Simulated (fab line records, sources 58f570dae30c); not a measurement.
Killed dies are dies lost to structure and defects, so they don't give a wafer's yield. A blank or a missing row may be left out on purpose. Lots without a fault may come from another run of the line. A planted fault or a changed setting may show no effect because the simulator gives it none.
Split-lot experiment | flow berkeley_cmos170 | 5 lots, 23 wafers read, on a route of 331 steps

THE SPLIT
At UCB170_NVT_COAT_01 (resist thk 900 nm), the setting resist_thk_nm was moved away from the recipe's 900 nm on 9 of the 23 wafers read, by -5.7% to +3.8%. The other wafers ran this setting at the recipe's value.

The reading is taken at the split's own step.

THE READING
KrF_of_NVT_COAT_01.thk_nm (the simulator's own value, which no gauge read), in nm, at UCB170_NVT_COAT_01 (resist thk 900 nm). The file gives no usual value for it. The 14 wafers here that ran the recipe average 898.4 nm, standard deviation 2.7 nm.

wafer  | tool, chamber at the split | resist_thk_nm as run, nm | against the recipe | KrF_of_NVT_COAT_01.thk_nm, nm | against lot-mates on the recipe
L078.1 | litho_track-02, 0          | 900                      | recipe             | 894.5                         | -
L078.2 | litho_track-02, 0          | 900                      | recipe             | 894.1                         | -
L078.4 | litho_track-02, 0          | 848.4                    | -5.7%              | 844.7                         | -49.6
L078.5 | litho_track-02, 0          | 848.4                    | -5.7%              | 842.7                         | -51.6
L078.6 | litho_track-02, 0          | 848.4                    | -5.7%              | 843.5                         | -50.8
L079.1 | litho_track-04, 0          | 900                      | recipe             | 900.1                         | -
L079.3 | litho_track-04, 0          | 900                      | recipe             | 904.9                         | -
L079.4 | litho_track-04, 0          | 900                      | recipe             | 901.7                         | -
L083.1 | litho_track-04, 0          | 877.6                    | -2.5%              | 877.2                         | -21.5
L083.2 | litho_track-04, 0          | 900                      | recipe             | 897.5                         | -
L083.3 | litho_track-04, 0          | 900                      | recipe             | 899.3                         | -
L083.4 | litho_track-04, 0          | 877.6                    | -2.5%              | 874.7                         | -24.0
L083.6 | litho_track-04, 0          | 900                      | recipe             | 899.2                         | -
L081.1 | litho_track-02, 0          | 900                      | recipe             | 896.4                         | -
L081.2 | litho_track-02, 0          | 900                      | recipe             | 899.5                         | -
L081.4 | litho_track-02, 0          | 934.3                    | +3.8%              | 931.2                         | +33.6
L081.5 | litho_track-02, 0          | 934.3                    | +3.8%              | 930.7                         | +33.1
L081.6 | litho_track-02, 0          | 900                      | recipe             | 896.9                         | -
L084.1 | litho_track-03, 0          | 900                      | recipe             | 897.9                         | -
L084.2 | litho_track-03, 0          | 900                      | recipe             | 897.8                         | -
L084.4 | litho_track-03, 0          | 900                      | recipe             | 898.2                         | -
L084.5 | litho_track-03, 0          | 866.7                    | -3.7%              | 865.2                         | -32.8
L084.6 | litho_track-03, 0          | 866.7                    | -3.7%              | 868.1                         | -29.9

THE FIT
A straight line over all 23 wafers: KrF_of_NVT_COAT_01.thk_nm changes by +9.14 nm for each +1% of resist_thk_nm; r = +0.99; the points scatter about the line by 2.6 nm.
The same after taking each lot's own level away (the mean of its wafers on the recipe; 23 wafers): +8.78 nm for each +1%; r = +1.00; scatter 1.3 nm.
On that fit, the largest move of resist_thk_nm shifts the reading by 50 nm.
The lots' own levels span 894.30 to 902.23 nm, that is 3.0 times the standard deviation above.
So the lot-to-lot level changes the slope little: the two slopes agree.
Check: with one of the wafers moved furthest among these (-5.7%) left out of the fit, the line predicts -50.5 nm for it against its lot-mates. It came out at -49.6 nm against them.

OTHER SPLITS ON THESE WAFERS
These wafers also went through other splits before the reading. Each is held against what the fit with the lots' levels taken away leaves over:
other split on the same wafers    | wafers away from the commonest value | r with KrF_of_NVT_COAT_01.thk_nm (lot level and that fit taken away)
UCB170_PFIELD_IMPLANT_07 dose_cm2 | 8                                    | +0.04
UCB170_FIELD_OXIDATION_01 temp_c  | 10                                   | -0.07

THE WHOLE CHAIN: every reading that the file lists as answering this split, in the file's order
step                | what it does      | reading                                                                    | change (the file's fit)              | r (the file's)
UCB170_NVT_COAT_01  | resist thk 900 nm | KrF_of_NVT_COAT_01.thk_nm (the simulator's own value, which no gauge read) | +8.77 nm for each +1% of the setting | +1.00
UCB170_NVT_STRIP_08 | strips in O2      | strip_time_to_endpoint_s                                                   | withheld for each +1% of the setting | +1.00

THE FILE'S OWN FIT
KrF_of_NVT_COAT_01.thk_nm changes by +8.77 nm for each +1% of resist_thk_nm, r = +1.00.
